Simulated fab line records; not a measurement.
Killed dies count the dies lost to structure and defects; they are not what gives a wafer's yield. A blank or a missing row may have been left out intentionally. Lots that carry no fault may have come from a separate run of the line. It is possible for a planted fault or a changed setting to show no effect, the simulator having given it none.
The tool behind it: which one? / flow berkeleyCmos170 / 14 lots, 42 wafers sampled, at 4 steps of a route of 331

WHAT EACH GAUGE READ, for each wafer
UCB170_WELLDRIVE_THK_MEAS_02. Usual: WELLDRIVE_OXIDE_THK gives 200 nm (standard deviation 3.7).
lot=L146; measured=day 3 18:22; on=filmMetro-01; WELLDRIVE_OXIDE_THK (nm)=196 199 196; flag=
lot=L147; measured=day 3 18:23; on=filmMetro-02; WELLDRIVE_OXIDE_THK (nm)=202 202 201; flag=
lot=L149; measured=day 4 08:23; on=filmMetro-02; WELLDRIVE_OXIDE_THK (nm)=202 203 203; flag=
lot=L150; measured=day 4 08:25; on=filmMetro-04; WELLDRIVE_OXIDE_THK (nm)=202 203 200; flag=
lot=L151; measured=day 4 13:50; on=filmMetro-01; WELLDRIVE_OXIDE_THK (nm)=194 194 193; flag=
lot=L154; measured=day 5 05:35; on=filmMetro-01; WELLDRIVE_OXIDE_THK (nm)=198 200 198; flag=
lot=L153; measured=day 5 05:37; on=filmMetro-04; WELLDRIVE_OXIDE_THK (nm)=198 199 201; flag=
lot=L155; measured=day 5 21:27; on=filmMetro-02; WELLDRIVE_OXIDE_THK (nm)=201 200 204; flag=
lot=L157; measured=day 6 00:57; on=filmMetro-01; WELLDRIVE_OXIDE_THK (nm)=197 199 196; flag=
lot=L162; measured=day 7 03:05; on=filmMetro-02; WELLDRIVE_OXIDE_THK (nm)=199 195 199; flag=
lot=L164; measured=day 7 03:05; on=filmMetro-01; WELLDRIVE_OXIDE_THK (nm)=198 198 195; flag=
lot=L165; measured=day 7 15:46; on=filmMetro-02; WELLDRIVE_OXIDE_THK (nm)=205 206 205; flag=
lot=L168; measured=day 8 03:22; on=filmMetro-02; WELLDRIVE_OXIDE_THK (nm)=207 204 204; flag=
lot=L166; measured=day 8 03:22; on=filmMetro-04; WELLDRIVE_OXIDE_THK (nm)=210 208 203; flag=

UCB170_NVT_OVL_MEAS_06. Usual: NVT_OVL gives 1 nm (standard deviation 5.8).
lot=L146; measured=day 5 14:54; on=overlay-01; NVT_OVL (nm)=6 -1 5; flag=
lot=L147; measured=day 5 14:14; on=overlay-01; NVT_OVL (nm)=-1 1 7; flag=
lot=L149; measured=day 6 12:19; on=overlay-01; NVT_OVL (nm)=-5 -17 -14; flag=
lot=L150; measured=day 6 12:05; on=overlay-02; NVT_OVL (nm)=16 9 7; flag=
lot=L151; measured=day 6 15:33; on=overlay-01; NVT_OVL (nm)=3 -7 -6; flag=
lot=L154; measured=day 7 13:21; on=overlay-01; NVT_OVL (nm)=-3 -6 -2; flag=
lot=L153; measured=day 7 13:29; on=overlay-02; NVT_OVL (nm)=2 -1 -4; flag=
lot=L155; measured=day 8 06:43; on=overlay-01; NVT_OVL (nm)=0 5 -2; flag=
lot=L157; measured=day 8 07:26; on=overlay-02; NVT_OVL (nm)=2 7 10; flag=
lot=L162; measured=day 9 00:40; on=overlay-02; NVT_OVL (nm)=8 2 11; flag=
lot=L164; measured=day 9 00:44; on=overlay-02; NVT_OVL (nm)=-8 -11 -8; flag=
lot=L165; measured=day 9 13:26; on=overlay-02; NVT_OVL (nm)=3 7 2; flag=
lot=L168; measured=day 9 18:05; on=overlay-02; NVT_OVL (nm)=-4 2 -5; flag=
lot=L166; measured=day 9 18:11; on=overlay-01; NVT_OVL (nm)=1 -6 1; flag=

EACH LOT AND THE TOOL THAT RAN IT (in order: tool; ch and the chambers of the sampled wafers; start)
lot=L146; UCB170_ACTIVE_STRIP_16=plasmaAsher-04 ch 0,1, day 4 10:59; UCB170_NVT_SOFTBAKE_02=lithoTrack-03 ch 0, day 5 13:35
lot=L147; UCB170_ACTIVE_STRIP_16=plasmaAsher-04 ch 0,1, day 4 11:19; UCB170_NVT_SOFTBAKE_02=lithoTrack-02 ch 0, day 5 13:29
lot=L149; UCB170_ACTIVE_STRIP_16=plasmaAsher-02 ch 0,1, day 5 02:58; UCB170_NVT_SOFTBAKE_02=lithoTrack-02 ch 0, day 6 11:28
lot=L150; UCB170_ACTIVE_STRIP_16=plasmaAsher-03 ch 0,1, day 5 03:01; UCB170_NVT_SOFTBAKE_02=lithoTrack-01 ch 0, day 6 11:28
lot=L151; UCB170_ACTIVE_STRIP_16=plasmaAsher-04 ch 0,1, day 5 05:53; UCB170_NVT_SOFTBAKE_02=lithoTrack-02 ch 0, day 6 14:32
lot=L154; UCB170_ACTIVE_STRIP_16=plasmaAsher-03 ch 0,1, day 5 20:35; UCB170_NVT_SOFTBAKE_02=lithoTrack-01 ch 0, day 7 12:34
lot=L153; UCB170_ACTIVE_STRIP_16=plasmaAsher-02 ch 0,1, day 5 20:27; UCB170_NVT_SOFTBAKE_02=lithoTrack-02 ch 0, day 7 12:38
lot=L155; UCB170_ACTIVE_STRIP_16=plasmaAsher-03 ch 0,1, day 6 16:12; UCB170_NVT_SOFTBAKE_02=lithoTrack-02 ch 0, day 8 06:11
lot=L157; UCB170_ACTIVE_STRIP_16=plasmaAsher-04 ch 0,1, day 6 16:16; UCB170_NVT_SOFTBAKE_02=lithoTrack-02 ch 0, day 8 06:38
lot=L162; UCB170_ACTIVE_STRIP_16=plasmaAsher-02 ch 0,1, day 7 21:41; UCB170_NVT_SOFTBAKE_02=lithoTrack-02 ch 0, day 8 22:52
lot=L164; UCB170_ACTIVE_STRIP_16=plasmaAsher-03 ch 0,1, day 7 21:44; UCB170_NVT_SOFTBAKE_02=lithoTrack-01 ch 0, day 8 23:05
lot=L165; UCB170_ACTIVE_STRIP_16=plasmaAsher-02 ch 0,1, day 8 08:10; UCB170_NVT_SOFTBAKE_02=lithoTrack-03 ch 0, day 9 12:34
lot=L168; UCB170_ACTIVE_STRIP_16=plasmaAsher-03 ch 0,1, day 8 17:49; UCB170_NVT_SOFTBAKE_02=lithoTrack-01 ch 0, day 9 16:50
lot=L166; UCB170_ACTIVE_STRIP_16=plasmaAsher-02 ch 0, day 8 17:34; UCB170_NVT_SOFTBAKE_02=lithoTrack-03 ch 0, day 9 16:58
- UCB170_ACTIVE_STRIP_16: strips in O2.
- UCB170_NVT_SOFTBAKE_02: time 60 s.

AS READ BY THE TOOLS THEMSELVES (means over the sampled wafers that have a number; for cases with no such wafer, the mark the record gives instead)
UCB170_ACTIVE_STRIP_16. Usual: drypumpMotorCurrentA 5.8 A, standard deviation 0.44; oesProductAu 0.722 a.u., standard deviation 0.0047; stripTimeToEndpointS 18.11 s, standard deviation 0.075.
lot=L146; tool=plasmaAsher-04; drypumpMotorCurrentA (A)=6.2; oesProductAu (a.u.)=0.724; stripTimeToEndpointS (s)=18.20; flag=
lot=L147; tool=plasmaAsher-04; drypumpMotorCurrentA (A)=5.8; oesProductAu (a.u.)=0.723; stripTimeToEndpointS (s)=18.14; flag=
lot=L149; tool=plasmaAsher-02; drypumpMotorCurrentA (A)=6.0; oesProductAu (a.u.)=0.719; stripTimeToEndpointS (s)=18.06; flag=
lot=L150; tool=plasmaAsher-03; drypumpMotorCurrentA (A)=5.5; oesProductAu (a.u.)=0.723; stripTimeToEndpointS (s)=18.05; flag=
lot=L151; tool=plasmaAsher-04; drypumpMotorCurrentA (A)=6.1; oesProductAu (a.u.)=0.719; stripTimeToEndpointS (s)=18.16; flag=
lot=L154; tool=plasmaAsher-03; drypumpMotorCurrentA (A)=5.3; oesProductAu (a.u.)=0.719; stripTimeToEndpointS (s)=18.12; flag=
lot=L153; tool=plasmaAsher-02; drypumpMotorCurrentA (A)=6.0; oesProductAu (a.u.)=0.727; stripTimeToEndpointS (s)=18.09; flag=
lot=L155; tool=plasmaAsher-03; drypumpMotorCurrentA (A)=5.3; oesProductAu (a.u.)=0.722; stripTimeToEndpointS (s)=18.08; flag=
lot=L157; tool=plasmaAsher-04; drypumpMotorCurrentA (A)=6.1; oesProductAu (a.u.)=0.723; stripTimeToEndpointS (s)=18.07; flag=
lot=L162; tool=plasmaAsher-02; drypumpMotorCurrentA (A)=6.0; oesProductAu (a.u.)=0.719; stripTimeToEndpointS (s)=18.19; flag=
lot=L164; tool=plasmaAsher-03; drypumpMotorCurrentA (A)=5.3; oesProductAu (a.u.)=0.720; stripTimeToEndpointS (s)=18.16; flag=
lot=L165; tool=plasmaAsher-02; drypumpMotorCurrentA (A)=6.1; oesProductAu (a.u.)=0.720; stripTimeToEndpointS (s)=18.14; flag=
lot=L168; tool=plasmaAsher-03; drypumpMotorCurrentA (A)=5.5; oesProductAu (a.u.)=0.727; stripTimeToEndpointS (s)=18.10; flag=
lot=L166; tool=plasmaAsher-02; drypumpMotorCurrentA (A)=6.2; oesProductAu (a.u.)=0.722; stripTimeToEndpointS (s)=18.09; flag=

UCB170_NVT_SOFTBAKE_02. Usual: chillPlateTempC 22.98 C, standard deviation 0.12; heaterPowerTotalW 56.80 W, standard deviation 0.044; plateTempC 130.02 C, standard deviation 0.12; resistLineTempC 22.99 C, standard deviation 0.11.
lot=L146; tool=lithoTrack-03; chillPlateTempC (C)=22.85; heaterPowerTotalW (W)=56.81; plateTempC (C)=130.26; resistLineTempC (C)=23.00; flag=
lot=L147; tool=lithoTrack-02; chillPlateTempC (C)=23.11; heaterPowerTotalW (W)=56.83; plateTempC (C)=130.06; resistLineTempC (C)=22.95; flag=
lot=L149; tool=lithoTrack-02; chillPlateTempC (C)=22.89; heaterPowerTotalW (W)=56.81; plateTempC (C)=130.07; resistLineTempC (C)=22.98; flag=
lot=L150; tool=lithoTrack-01; chillPlateTempC (C)=22.94; heaterPowerTotalW (W)=56.79; plateTempC (C)=129.93; resistLineTempC (C)=22.98; flag=
lot=L151; tool=lithoTrack-02; chillPlateTempC (C)=22.93; heaterPowerTotalW (W)=56.76; plateTempC (C)=129.95; resistLineTempC (C)=23.06; flag=
lot=L154; tool=lithoTrack-01; chillPlateTempC (C)=23.06; heaterPowerTotalW (W)=56.79; plateTempC (C)=130.26; resistLineTempC (C)=23.01; flag=
lot=L153; tool=lithoTrack-02; chillPlateTempC (C)=23.02; heaterPowerTotalW (W)=56.80; plateTempC (C)=129.87; resistLineTempC (C)=22.87; flag=
lot=L155; tool=lithoTrack-02; chillPlateTempC (C)=23.03; heaterPowerTotalW (W)=56.80; plateTempC (C)=130.04; resistLineTempC (C)=23.10; flag=
lot=L157; tool=lithoTrack-02; chillPlateTempC (C)=22.83; heaterPowerTotalW (W)=53.24; plateTempC (C)=123.74; resistLineTempC (C)=22.78; flag=OFF
lot=L162; tool=lithoTrack-02; chillPlateTempC (C)=22.79; heaterPowerTotalW (W)=53.24; plateTempC (C)=123.64; resistLineTempC (C)=23.04; flag=OFF
lot=L164; tool=lithoTrack-01; chillPlateTempC (C)=23.05; heaterPowerTotalW (W)=56.80; plateTempC (C)=130.02; resistLineTempC (C)=23.11; flag=
lot=L165; tool=lithoTrack-03; chillPlateTempC (C)=22.91; heaterPowerTotalW (W)=56.78; plateTempC (C)=130.00; resistLineTempC (C)=22.89; flag=
lot=L168; tool=lithoTrack-01; chillPlateTempC (C)=23.01; heaterPowerTotalW (W)=56.80; plateTempC (C)=129.96; resistLineTempC (C)=22.84; flag=
lot=L166; tool=lithoTrack-03; chillPlateTempC (C)=23.01; heaterPowerTotalW (W)=56.80; plateTempC (C)=130.11; resistLineTempC (C)=23.13; flag=

THE ANSWER, worked out from the rows above alone
Rule: a lot is off if the mean of its wafers that have a number lies more than 3 standard deviations from the usual mean. A lot without any number at a reading at which 4 lots or more have one is off too. The other lots that the step has rows for count as sound. The gauges are gone through in route order, then the tools' own readings, and for those a lot's mean is taken as printed above. At the first step where some lot is off, the reading lying furthest off is the one used; lots without a number count as furthest.
Off: L157, L162 (UCB170_NVT_SOFTBAKE_02, heaterPowerTotalW).
A tool fits if, at that step or a process step before it, it ran every lot that is off, and no sound lot after the first of them. One candidate fits, namely lithoTrack-02 at UCB170_NVT_SOFTBAKE_02. A fault onset in the window from L155 (day 8 06:11, its last sound lot) to L157 (day 8 06:38, its first lot off) fits.
The tool's own readings at UCB170_NVT_SOFTBAKE_02 bear it out: on the lots that are off they differ by more than 5 times the standard deviation of the sound lots' means. heaterPowerTotalW reads 53.24 W there against 56.80 W on the sound lots; plateTempC reads 123.69 C there against 130.04 C on the sound lots.

WHAT WAS PUT IN BY THE SIMULATOR
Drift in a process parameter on lithoTrack-02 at UCB170_NVT_SOFTBAKE_02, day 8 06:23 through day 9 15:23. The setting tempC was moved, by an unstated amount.
Lots struck among those shown: L157, L162. The rule above reached the same finding.
